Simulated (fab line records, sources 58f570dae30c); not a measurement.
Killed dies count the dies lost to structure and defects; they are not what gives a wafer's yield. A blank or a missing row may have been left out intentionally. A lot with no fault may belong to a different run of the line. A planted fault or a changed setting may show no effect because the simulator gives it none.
Which of the tools did it? :: flow berkeley cmos170 :: 37 wafers from 13 lots sampled at 6 of the route's 331 steps

== WHAT THE GAUGES SHOWED, per wafer ==
UCB170_SCREENOX_THK_MEAS_02.
lot: L355
measured: day 4 20:57
on: film metro-03
SCREENOX_OXIDE_THK (nm): 14.75 14.75 14.59

lot: L356
measured: day 4 20:58
on: film metro-02
SCREENOX_OXIDE_THK (nm): 14.55 14.45 14.44

lot: L360
measured: day 5 22:55
on: film metro-02
SCREENOX_OXIDE_THK (nm): 14.65 14.45 14.66

lot: L359
measured: day 5 22:56
on: film metro-03
SCREENOX_OXIDE_THK (nm): 14.57 14.37 14.80

lot: L363
measured: day 6 13:16
on: film metro-03
SCREENOX_OXIDE_THK (nm): 14.95 14.71 14.85

lot: L365
measured: day 6 23:34
on: film metro-04
SCREENOX_OXIDE_THK (nm): 14.43 14.72 14.47

lot: L362
measured: day 6 23:35
on: film metro-03
SCREENOX_OXIDE_THK (nm): 14.50 14.27 14.37

lot: L367
measured: day 7 10:59
on: film metro-04
SCREENOX_OXIDE_THK (nm): 14.28

lot: L371
measured: day 8 12:23
on: film metro-03
SCREENOX_OXIDE_THK (nm): 13.86 13.89 13.80

lot: L374
measured: day 9 07:29
on: film metro-03
SCREENOX_OXIDE_THK (nm): 14.45 14.26 14.52

lot: L375
measured: day 9 07:29
on: film metro-04
SCREENOX_OXIDE_THK (nm): 14.12 13.98 14.24

lot: L378
measured: day 9 18:53
on: film metro-04
SCREENOX_OXIDE_THK (nm): 14.14 14.44 14.49

lot: L377
measured: day 9 18:53
on: film metro-03
SCREENOX_OXIDE_THK (nm): 14.30 14.41 14.48

UCB170_NSD_CD_MEAS_06: target cd 1200 nm.
lot: L355
measured: day 6 07:15
on: cd sem-02
cd nm (nm): 1198.0 1199.4 1199.3

lot: L356
measured: day 6 06:59
on: cd sem-02
cd nm (nm): 1200.8 1200.4 1200.0

lot: L360
measured: day 7 09:01
on: cd sem-01
cd nm (nm): 1200.1 1198.6 1199.3

lot: L359
measured: day 7 11:44
on: cd sem-01
cd nm (nm): 1199.7 1200.8 1200.5

lot: L363
measured: day 7 16:36
on: cd sem-02
cd nm (nm): 1199.6 1203.0 1200.5

lot: L365
measured: day 8 01:49
on: cd sem-02
cd nm (nm): 1201.5 1200.2 1199.9

lot: L362
measured: day 8 01:33
on: cd sem-01
cd nm (nm): 1198.8 1199.3 1198.8

lot: L367
measured: day 8 15:47
on: cd sem-02
cd nm (nm): 1198.0

lot: L371
measured: day 10 06:13
on: cd sem-01
cd nm (nm): 1201.1 1201.8 1201.6

lot: L374
measured: day 10 14:26
on: cd sem-02
cd nm (nm): 1197.8 1198.4 1199.3

lot: L375
measured: day 10 16:07
on: cd sem-02
cd nm (nm): 1199.2 1199.8 1200.9

lot: L378
measured: day 11 09:34
on: cd sem-01
cd nm (nm): 1200.1 1200.2 1200.1

lot: L377
measured: day 11 09:10
on: cd sem-02
cd nm (nm): 1202.8 1202.3 1201.1

UCB170_SILICIDE_RS_MEAS_02: uses a four-point probe to measure.
lot: L355
measured: day 6 11:32
on: film metro-03
SILICIDE_TI_RS (ohm/sq): 26.8 26.3 26.7

lot: L356
measured: day 6 10:46
on: film metro-01
SILICIDE_TI_RS (ohm/sq): 26.0 26.6 26.7

lot: L360
measured: day 7 11:12
on: film metro-04
SILICIDE_TI_RS (ohm/sq): 26.6 26.6 26.8

lot: L359
measured: day 7 13:50
on: film metro-01
SILICIDE_TI_RS (ohm/sq): 27.0 27.0 26.8

lot: L363
measured: day 7 19:02
on: film metro-01
SILICIDE_TI_RS (ohm/sq): 26.6 26.7 26.4

lot: L365
measured: day 8 04:02
on: film metro-03
SILICIDE_TI_RS (ohm/sq): 27.7 27.6 27.5

lot: L362
measured: day 8 03:49
on: film metro-01
SILICIDE_TI_RS (ohm/sq): 27.1 27.4 27.1

lot: L367
measured: day 8 19:05
on: film metro-03
SILICIDE_TI_RS (ohm/sq): 13.5 13.6

lot: L371
measured: day 10 08:38
on: film metro-01
SILICIDE_TI_RS (ohm/sq): 26.5 26.5 26.4

lot: L374
measured: day 10 17:42
on: film metro-03
SILICIDE_TI_RS (ohm/sq): 26.6 26.8 26.5

lot: L375
measured: day 10 19:49
on: film metro-04
SILICIDE_TI_RS (ohm/sq): 26.6 26.7 26.6

lot: L378
measured: day 11 13:00
on: film metro-01
SILICIDE_TI_RS (ohm/sq): 26.5 25.9 26.1

lot: L377
measured: day 11 11:49
on: film metro-04
SILICIDE_TI_RS (ohm/sq): 26.9 26.7 26.7

UCB170_SILICIDE_THK_MEAS_03: measures by xrf.
lot: L355
measured: day 6 11:40
on: film metro-03
SILICIDE_TI_THK (nm): 29.4 29.9 29.6

lot: L356
measured: day 6 10:53
on: film metro-01
SILICIDE_TI_THK (nm): 30.1 29.6 29.5

lot: L360
measured: day 7 11:19
on: film metro-04
SILICIDE_TI_THK (nm): 30.0 29.6 29.5

lot: L359
measured: day 7 13:56
on: film metro-01
SILICIDE_TI_THK (nm): 29.2 29.3 29.2

lot: L363
measured: day 7 19:08
on: film metro-01
SILICIDE_TI_THK (nm): 29.5 29.4 29.7

lot: L365
measured: day 8 04:09
on: film metro-03
SILICIDE_TI_THK (nm): 28.8 28.8 29.0

lot: L362
measured: day 8 03:55
on: film metro-01
SILICIDE_TI_THK (nm): 29.0 28.9 28.9

lot: L367
measured: day 8 20:10
on: film metro-03
SILICIDE_TI_THK (nm): 53.4 53.5

lot: L371
measured: day 10 08:45
on: film metro-01
SILICIDE_TI_THK (nm): 29.9 29.8 29.9

lot: L374
measured: day 10 17:49
on: film metro-03
SILICIDE_TI_THK (nm): 29.7 29.6 29.9

lot: L375
measured: day 10 19:56
on: film metro-04
SILICIDE_TI_THK (nm): 29.4 29.3 29.4

lot: L378
measured: day 11 13:07
on: film metro-01
SILICIDE_TI_THK (nm): 29.8 30.3 30.1

lot: L377
measured: day 11 11:55
on: film metro-04
SILICIDE_TI_THK (nm): 29.2 29.2 29.3

== WHICH TOOL RAN EACH LOT (tool, then ch and the chambers of the sampled wafers, then the start) ==
lot: L355
UCB170_SDANNEAL_RTA_01: rtp anneal-02 ch 0, day 6 10:41
UCB170_SILICIDE_SPUTTER_01: pvd sputter-03, day 6 11:31

lot: L356
UCB170_SDANNEAL_RTA_01: rtp anneal-02 ch 0, day 6 09:59
UCB170_SILICIDE_SPUTTER_01: pvd sputter-03, day 6 10:40

lot: L360
UCB170_SDANNEAL_RTA_01: rtp anneal-02 ch 0, day 7 10:34
UCB170_SILICIDE_SPUTTER_01: pvd sputter-02, day 7 11:10

lot: L359
UCB170_SDANNEAL_RTA_01: rtp anneal-02 ch 0, day 7 13:11
UCB170_SILICIDE_SPUTTER_01: pvd sputter-03, day 7 13:46

lot: L363
UCB170_SDANNEAL_RTA_01: rtp anneal-01 ch 0, day 7 18:22
UCB170_SILICIDE_SPUTTER_01: pvd sputter-02, day 7 18:58

lot: L365
UCB170_SDANNEAL_RTA_01: rtp anneal-01 ch 0, day 8 03:24
UCB170_SILICIDE_SPUTTER_01: pvd sputter-04, day 8 04:00

lot: L362
UCB170_SDANNEAL_RTA_01: rtp anneal-02 ch 0, day 8 03:09
UCB170_SILICIDE_SPUTTER_01: pvd sputter-02, day 8 03:44

lot: L367
UCB170_SDANNEAL_RTA_01: rtp anneal-01 ch 0, day 8 18:25
UCB170_SILICIDE_SPUTTER_01: pvd sputter-03, day 8 18:59

lot: L371
UCB170_SDANNEAL_RTA_01: rtp anneal-02 ch 0, day 10 08:00
UCB170_SILICIDE_SPUTTER_01: pvd sputter-04, day 10 08:36

lot: L374
UCB170_SDANNEAL_RTA_01: rtp anneal-02 ch 0, day 10 17:04
UCB170_SILICIDE_SPUTTER_01: pvd sputter-04, day 10 17:40

lot: L375
UCB170_SDANNEAL_RTA_01: rtp anneal-01 ch 0, day 10 19:11
UCB170_SILICIDE_SPUTTER_01: pvd sputter-04, day 10 19:47

lot: L378
UCB170_SDANNEAL_RTA_01: rtp anneal-01 ch 0, day 11 12:20
UCB170_SILICIDE_SPUTTER_01: pvd sputter-03, day 11 12:56

lot: L377
UCB170_SDANNEAL_RTA_01: rtp anneal-01 ch 0, day 11 11:10
UCB170_SILICIDE_SPUTTER_01: pvd sputter-02, day 11 11:46
- UCB170_SDANNEAL_RTA_01: time 5 s.
- UCB170_SILICIDE_SPUTTER_01: material Ti, target thk 30 nm, time 25 s.

== WHAT THE TOOLS THEMSELVES READ (means of the sampled wafers that have a number; where no wafer has one, the mark that the record gives instead) ==
UCB170_SDANNEAL_RTA_01.
lot: L355
tool: rtp anneal-02
lamp power pct (%): 38.8
wafer_temp_C_max: 1054.1

lot: L356
tool: rtp anneal-02
lamp power pct (%): 38.7
wafer_temp_C_max: 1053.7

lot: L360
tool: rtp anneal-02
lamp power pct (%): 38.8
wafer_temp_C_max: 1053.7

lot: L359
tool: rtp anneal-02
lamp power pct (%): 38.7
wafer_temp_C_max: 1054.0

lot: L363
tool: rtp anneal-01
lamp power pct (%): 36.0
wafer_temp_C_max: 1055.2

lot: L365
tool: rtp anneal-01
lamp power pct (%): 36.0
wafer_temp_C_max: 1055.8

lot: L362
tool: rtp anneal-02
lamp power pct (%): 38.7
wafer_temp_C_max: 1054.3

lot: L367
tool: rtp anneal-01
lamp power pct (%): 36.0
wafer_temp_C_max: 1054.2

lot: L371
tool: rtp anneal-02
lamp power pct (%): 38.7
wafer_temp_C_max: 1054.6

lot: L374
tool: rtp anneal-02
lamp power pct (%): 38.7
wafer_temp_C_max: 1053.7

lot: L375
tool: rtp anneal-01
lamp power pct (%): 36.0
wafer_temp_C_max: 1053.8

lot: L378
tool: rtp anneal-01
lamp power pct (%): 36.0
wafer_temp_C_max: 1054.4

lot: L377
tool: rtp anneal-01
lamp power pct (%): 36.0
wafer_temp_C_max: 1054.6

UCB170_SILICIDE_SPUTTER_01.
lot: L355
tool: pvd sputter-03
throttle valve pct (%): 30.3

lot: L356
tool: pvd sputter-03
throttle valve pct (%): 29.8

lot: L360
tool: pvd sputter-02
throttle valve pct (%): 30.0

lot: L359
tool: pvd sputter-03
throttle valve pct (%): 29.5

lot: L363
tool: pvd sputter-02
throttle valve pct (%): 29.5

lot: L365
tool: pvd sputter-04
throttle valve pct (%): 29.0

lot: L362
tool: pvd sputter-02
throttle valve pct (%): 29.5

lot: L367
tool: pvd sputter-03
throttle valve pct (%): 29.9

lot: L371
tool: pvd sputter-04
throttle valve pct (%): 29.3

lot: L374
tool: pvd sputter-04
throttle valve pct (%): 29.4

lot: L375
tool: pvd sputter-04
throttle valve pct (%): 29.4

lot: L378
tool: pvd sputter-03
throttle valve pct (%): 29.4

lot: L377
tool: pvd sputter-02
throttle valve pct (%): 29.0

== THE ANSWER, worked out from the rows above alone ==
Rule: the lots themselves supply what counts as usual. The widest of any qualifying gaps counts: lots, ordered by their means at a reading, are off when they make up no more than a third of the lots, leave a main group of 4 or more, and stand apart from it by 3 or more times the standard deviation of that group's means. A main group is skipped when, at the precision printed for the reading in the tables above, its means are all equal. A lot without any number at a reading at which 4 lots or more have one is off too. The other lots that the step has rows for count as sound. Order of review: gauges by route order, followed by the tools' own readings, for which a lot's mean as printed above is used. At the first step where some lot is off, the reading lying furthest off is the one used; lots without a number count as furthest.
Off: at UCB170_SILICIDE_RS_MEAS_02 (SILICIDE_TI_RS), L367. For the main group the mean is 26.7 ohm/sq and the standard deviation 0.36.
A tool fits if, at a process step before that reading, it ran every lot that is off, and no sound lot after the first of them. The gauges at UCB170_SILICIDE_RS_MEAS_02 are tried like those tools. No candidate that was tried fits.

== WHAT THE SIMULATOR HAD PUT IN ==
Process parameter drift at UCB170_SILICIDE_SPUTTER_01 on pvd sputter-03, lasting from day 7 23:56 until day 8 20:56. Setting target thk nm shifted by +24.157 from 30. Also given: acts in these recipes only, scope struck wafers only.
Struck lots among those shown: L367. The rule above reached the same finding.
